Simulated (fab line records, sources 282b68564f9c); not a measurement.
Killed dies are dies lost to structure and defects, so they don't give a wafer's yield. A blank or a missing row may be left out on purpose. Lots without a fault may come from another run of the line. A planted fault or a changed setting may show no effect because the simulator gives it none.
Which tool did it? | flow rit_cmos | 14 lots, 42 wafers sampled, at 1 step of a route of 202

WHAT THE GAUGES READ, wafer by wafer
RIT_ACTIVE_BOW_MEAS_00. Usual: INCOMING_BOW 0 um, standard deviation 7.5.
lot  | measured    | on            | INCOMING_BOW (um) | flag
L808 | day 1 10:02 | film_metro-02 | -6 5 -2           |
L809 | day 1 15:01 | film_metro-03 | -9 1 -3           |
L811 | day 2 01:01 | film_metro-03 | 3 -7 -7           |
L813 | day 2 11:01 | film_metro-02 | 2 8 0             |
L814 | day 2 16:00 | film_metro-04 | 10 6 -3           |
L815 | day 2 21:02 | film_metro-02 | 14 -2 4           |
L816 | day 3 02:01 | film_metro-03 | 1 2 -5            |
L817 | day 3 07:00 | film_metro-03 | 0 0 -11           |
L818 | day 3 12:01 | film_metro-04 | 6 -4 -2           |
L819 | day 3 17:00 | film_metro-02 | -2 -5 -6          |
L820 | day 3 22:00 | film_metro-04 | -6 -4 -2          |
L821 | day 4 03:00 | film_metro-02 | -2 -1 -9          |
L822 | day 4 08:04 | film_metro-03 | -5 3 8            |
L831 | day 6 05:00 | film_metro-04 | 4 4 -5            |

WHICH TOOL RAN EACH LOT (tool, then ch and the chambers of the sampled wafers, then the start)
The record holds no process step before these readings.

WHAT THE TOOLS THEMSELVES READ (means of the sampled wafers that have a number; where no wafer has one, the mark that the record gives instead)
The record holds no such reading with a usual standard deviation.

THE ANSWER, worked out from the rows above alone
Rule: a lot is off if the mean of its wafers that have a number lies more than 3 standard deviations from the usual mean. A lot without any number at a reading at which 4 lots or more have one is off too. The other lots that the step has rows for count as sound. The gauges are gone through in route order, then the tools' own readings, and for those a lot's mean is taken as printed above. The first step at which some lot is off is used, and at that step the reading that is off furthest; a lot without a number counts as furthest.
No lot is off at any reading shown: from this, nothing can be told.

WHAT THE SIMULATOR HAD PUT IN
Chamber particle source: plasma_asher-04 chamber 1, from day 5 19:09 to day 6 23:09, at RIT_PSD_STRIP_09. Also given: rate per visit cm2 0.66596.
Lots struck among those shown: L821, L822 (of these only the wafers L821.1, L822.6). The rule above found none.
